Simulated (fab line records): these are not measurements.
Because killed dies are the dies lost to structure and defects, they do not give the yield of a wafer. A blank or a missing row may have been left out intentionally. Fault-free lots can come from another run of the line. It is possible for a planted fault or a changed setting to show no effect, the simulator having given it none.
Check for tools in common :: flow rit-cmos :: 15 lots and 54 wafers in the sample

WHY IT WAS OPENED
3 of 15 lots carry a flag on the reading PSD_RS at RIT_SDANNEAL_RS_MEAS_04. No-fault wafers: 116.0 ohm/sq, standard deviation 0.36.
Rule: a lot gets a flag if all its wafers with a number sit over 4 standard deviations from that mean, or if no wafer of it has a number. The other lots count as sound.

lot: L378
measured: day 3 04:26
on: film-metro-03
PSD_RS (ohm/sq), wafer by wafer: 116.3 116.4 116.2
flag: 

lot: L379
measured: day 3 07:03
on: film-metro-03
PSD_RS (ohm/sq), wafer by wafer: 116.4 116.2 116.4
flag: 

lot: L381
measured: day 3 21:11
on: film-metro-04
PSD_RS (ohm/sq), wafer by wafer: 115.9 115.8 115.7
flag: 

lot: L382
measured: day 3 23:58
on: film-metro-02
PSD_RS (ohm/sq), wafer by wafer: 115.6 115.8 115.8
flag: 

lot: L383
measured: day 4 09:43
on: film-metro-04
PSD_RS (ohm/sq), wafer by wafer: 116.1 116.1 116.3
flag: 

lot: L384
measured: day 4 12:22
on: film-metro-02
PSD_RS (ohm/sq), wafer by wafer: 115.4 115.7 115.3
flag: 

lot: L386
measured: day 4 22:38
on: film-metro-03
PSD_RS (ohm/sq), wafer by wafer: 116.2 116.7 116.2
flag: 

lot: L387
measured: day 5 04:39
on: film-metro-02
PSD_RS (ohm/sq), wafer by wafer: 115.5 115.7 115.7
flag: 

lot: L391
measured: day 5 20:27
on: film-metro-03
PSD_RS (ohm/sq), wafer by wafer: 116.4 116.1 116.0
flag: 

lot: L392
measured: day 6 05:06
on: film-metro-04
PSD_RS (ohm/sq), wafer by wafer: 121.8 120.8 121.3 121.8 120.9 121.3
flag: FLAGGED

lot: L394
measured: day 6 16:43
on: film-metro-02
PSD_RS (ohm/sq), wafer by wafer: 121.1 121.5 121.5 121.4 121.6 121.2
flag: FLAGGED

lot: L396
measured: day 7 06:11
on: film-metro-04
PSD_RS (ohm/sq), wafer by wafer: 121.4 121.0 121.0 121.1 121.1 120.9
flag: FLAGGED

lot: L397
measured: day 7 09:32
on: film-metro-03
PSD_RS (ohm/sq), wafer by wafer: 116.3 116.5 116.6
flag: 

lot: L399
measured: day 7 13:43
on: film-metro-03
PSD_RS (ohm/sq), wafer by wafer: 116.5 116.3 116.7
flag: 

lot: L401
measured: day 8 02:06
on: film-metro-04
PSD_RS (ohm/sq), wafer by wafer: 115.6 115.5 115.6
flag: 
The mean of the flagged lots' numbers is 121.3 ohm/sq, +5.3 ohm/sq from the usual (+15 standard deviations).

WHICH TOOL RAN EACH LOT
The record holds 1 process step before the reading, out of a route of 202 steps. In each cell: the tool, then ch and the chambers that the sampled wafers went through, then the start.
lot: L378
flag: 
RIT_SDANNEAL_RTA_03: rtp-anneal-02 ch 0, day 3 04:23

lot: L379
flag: 
RIT_SDANNEAL_RTA_03: rtp-anneal-01 ch 0, day 3 06:58

lot: L381
flag: 
RIT_SDANNEAL_RTA_03: rtp-anneal-01 ch 0, day 3 21:07

lot: L382
flag: 
RIT_SDANNEAL_RTA_03: rtp-anneal-02 ch 0, day 3 23:55

lot: L383
flag: 
RIT_SDANNEAL_RTA_03: rtp-anneal-01 ch 0, day 4 09:38

lot: L384
flag: 
RIT_SDANNEAL_RTA_03: rtp-anneal-02 ch 0, day 4 12:15

lot: L386
flag: 
RIT_SDANNEAL_RTA_03: rtp-anneal-02 ch 0, day 4 22:34

lot: L387
flag: 
RIT_SDANNEAL_RTA_03: rtp-anneal-01 ch 0, day 5 04:35

lot: L391
flag: 
RIT_SDANNEAL_RTA_03: rtp-anneal-01 ch 0, day 5 20:23

lot: L392
flag: FLAGGED
RIT_SDANNEAL_RTA_03: rtp-anneal-02 ch 0, day 6 05:02

lot: L394
flag: FLAGGED
RIT_SDANNEAL_RTA_03: rtp-anneal-02 ch 0, day 6 16:40

lot: L396
flag: FLAGGED
RIT_SDANNEAL_RTA_03: rtp-anneal-02 ch 0, day 7 06:08

lot: L397
flag: 
RIT_SDANNEAL_RTA_03: rtp-anneal-01 ch 0, day 7 09:28

lot: L399
flag: 
RIT_SDANNEAL_RTA_03: rtp-anneal-01 ch 0, day 7 13:40

lot: L401
flag: 
RIT_SDANNEAL_RTA_03: rtp-anneal-01 ch 0, day 8 02:01
What these steps do:
- RIT_SDANNEAL_RTA_03: time 5 s.
- RIT_SDANNEAL_RS_MEAS_04: measures by four-point-probe.

FLAGGED OVER TOTAL, TOOL BY TOOL (the gauges that took the reading come last)
step: RIT_SDANNEAL_RTA_03
tool: rtp-anneal-01
lots run: 8
flagged: 0
share of the flagged lots: none
sound lots run after its first flagged lot: -

step: RIT_SDANNEAL_RTA_03
tool: rtp-anneal-02
lots run: 7
flagged: 3
share of the flagged lots: all
sound lots run after its first flagged lot: 0

step: RIT_SDANNEAL_RS_MEAS_04
tool: film-metro-02
lots run: 4
flagged: 1
share of the flagged lots: some
sound lots run after its first flagged lot: 0

step: RIT_SDANNEAL_RS_MEAS_04
tool: film-metro-03
lots run: 6
flagged: 0
share of the flagged lots: none
sound lots run after its first flagged lot: -

step: RIT_SDANNEAL_RS_MEAS_04
tool: film-metro-04
lots run: 5
flagged: 2
share of the flagged lots: some
sound lots run after its first flagged lot: 1 (L401)

WHAT THE TABLE ALLOWS
1 row of the table ran every flagged lot: rtp-anneal-02 at RIT_SDANNEAL_RTA_03.
- rtp-anneal-02 at RIT_SDANNEAL_RTA_03: 3 of its 7 lots flagged. Its last sound lot is L386 (day 4 22:34), its first flagged lot L392 (day 6 05:02): a fault that began between those two fits. Its own readings lie more than 4 standard deviations out on every wafer of the flagged lots: wafer_temp_C_max.
Just one tool remains: rtp-anneal-02 at RIT_SDANNEAL_RTA_03.

WHAT WAS PUT IN BY THE SIMULATOR
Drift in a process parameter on rtp-anneal-02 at RIT_SDANNEAL_RTA_03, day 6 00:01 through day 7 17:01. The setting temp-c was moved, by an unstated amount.
Shown lots that were struck: L392, L394, L396. The rule given above showed the same thing.
